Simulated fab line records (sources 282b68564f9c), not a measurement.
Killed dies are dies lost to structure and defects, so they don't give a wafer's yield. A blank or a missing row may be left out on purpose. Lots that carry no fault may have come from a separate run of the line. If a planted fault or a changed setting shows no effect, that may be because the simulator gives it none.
A lot that was struck, set against a sound lot / flow rit cmos / 17 steps out of a route of 202
Sound: wafers L928.1, L928.2, L928.5. The struck wafers were L940.2, L940.3, L940.5. The cause is named last.
At each step with rows: each side's tool, then ch and its chambers, then its first start. Under that, the readings that differ: sound wafers / struck wafers / difference of the means / sigmas: that difference in standard deviations of wafers without a fault.
alike: words and numbers the same on both sides, and readings whose means are apart by under 2 such deviations; not compared: readings that were withheld, readings missing a value for some wafer, numbers with overlapping values and no deviation given by the record, and bounds like >300 which may hide the same value.
Wherever a step has rows on one side only, a row that says differs or no value, or a row with sigmas, the two part there. When numbers do not overlap yet have no deviation, they are printed without sigmas and do not part them. Lack of a reading on every wafer of one side parts them only where that side has two or more wafers.

first, 1 step without rows for these wafers: RIT_PRETRO_DEVELOP_05 (develop time 66.59 s).
RIT_PRETRO_OVL_MEAS_06:
  struck on overlay-01, day 6 02:31; sound on overlay-01, day 3 14:35
reading=PRETRO_OVL (nm); sound=-2.0 -1.2 -3.0; struck=0.6 1.5 0.7; difference=+3.0; sigmas=+2
then, 2 steps without rows for these wafers: RIT_PRETRO_HARDBAKE_07 (time 120 s); RIT_PRETRO_IMPLANT_08.
RIT_PRETRO_STRIP_09: strips in O2, time 180 s.
  sound on plasma asher-04 ch 0,1, day 3 15:01; struck on plasma asher-03 ch 0,1, day 6 02:57
reading=drypump motor current A (A); sound=6.9 5.8 6.9; struck=5.2 5.2 5.1; difference=-1.4; sigmas=-2
  not compared: rf hours counter h
RIT_PRETRO_TW_MEAS_10:
  struck on film metro-03, day 6 03:08; sound on film metro-01, day 3 15:11
  alike: PRETRO_TW
then, 5 steps without rows for these wafers: RIT_GATE_WET_ETCH_00 (etches SiO2 in BOE, target depth 56 nm, time 60 s); RIT_GATE_CLEAN_01 (cleans in SC1, time 600 s); RIT_GATE_CLEAN_02 (cleans in dHF, time 30 s); RIT_GATE_CLEAN_03 (cleans in SC2, time 600 s); RIT_GATE_CLEAN_04 (cleans in dHF, time 60 s).
RIT_FOX2_THK_MEAS_91:
  struck on film metro-03, day 6 03:39; sound on film metro-01, day 3 15:52
  alike: FIELD_OXIDE_LEFT_2_THK
RIT_GATE_OXIDATION_05: target thk 3 nm, ox time 270 s.
  sound on furnace-01 ch 0, day 3 17:12; struck on furnace-01 ch 0, day 6 04:52
reading=spike tc centre C (C); sound=902.8 904.1 904.7; struck=889.8 891.8 891.0; difference=-13.0; sigmas=-7
reading=spike tc load C (C); sound=924.8 922.1 922.8; struck=911.8 909.5 910.1; difference=-12.8; sigmas=-6
reading=spike tc source C (C); sound=924.4 926.6 925.6; struck=910.3 910.3 911.7; difference=-14.8; sigmas=-13
reading=tube center temp C (C); sound=900.1 900.03 900.16; struck=886.07 886.09 886.07; difference=-14.02; sigmas=-99 or more
reading=tube_center_temp_C_max; sound=902.0 902.8 902.5; struck=887.9 889.2 889.1; difference=-13.7; sigmas=-40
reading=model.SiO2_of_GATE_OXIDATION_05.thk nm (nm); sound=2.974 2.977 3; struck=2.589 2.589 2.528; difference=-0.415; sigmas=
  alike: zone power load pct
then, 1 step without rows for these wafers: RIT_GATE_ANNEAL_06 (time 600 s).
RIT_GATE_THK_MEAS_07:
  struck on film metro-03, day 6 07:58; sound on film metro-04, day 3 20:11
reading=GATE_OXIDE_THK (nm); sound=2.99 3.01 2.98; struck=2.58 2.57 2.51; difference=-0.44; sigmas=-7
then, 1 step without rows for these wafers: RIT_GATE_CVD_08 (deposits poly-Si from SiH4, target thk 250 nm, time 2220 s).
RIT_M1_PROBE_99:
  struck on prober-02, day 7 07:37; sound on prober-02, day 4 19:47
reading=killed_at_M0_to_M3; sound=0 1 0; struck=0 0 0; difference=+0; sigmas=-3
reading=killed at contacts; sound=1 0 0; struck=0 0 0; difference=+0; sigmas=-2
reading=killed on rim; sound=2 4 4; struck=0 0 1; difference=-3; sigmas=-2
reading=model.etest.pmos_0p3.r on ohm um; sound=6286 6187 6242; struck=5573 5498 5429; difference=-738; sigmas=
reading=model.etest.pmos turned.r on ohm um; sound=3504 3388 3449; struck=3164 3175 3109; difference=-298; sigmas=
reading=model.etest.pmos_0p15.r on ohm um; sound=2814 2746 2762; struck=2510 2528 2508; difference=-259; sigmas=
reading=model.etest.nmos_0p3.r on ohm um; sound=2208 2150 2134; struck=1995 1992 1969; difference=-179; sigmas=
reading=model.etest.nmos_0p15.drive ua um; sound=461.1 467.5 460.9; struck=524.1 513.1 520.8; difference=+56.2; sigmas=
reading=model.etest.nmos narrow.drive ua um; sound=228 230.9 229.5; struck=265.9 263.7 272.9; difference=+38.0; sigmas=
reading=model.etest.nmos_0p3.drive ua um; sound=225.8 227.2 223.8; struck=265.3 263.6 273.8; difference=+42.0; sigmas=
  alike: killed at front end, killed dies, killed open, killed short
  not compared: model.etest.nmos_0p15.r on ohm um

## WHERE THEY PART
Last at RIT_M1_PROBE_99 as far as this record goes, first at RIT_PRETRO_OVL_MEAS_06.

WHY: whatever the simulator had introduced
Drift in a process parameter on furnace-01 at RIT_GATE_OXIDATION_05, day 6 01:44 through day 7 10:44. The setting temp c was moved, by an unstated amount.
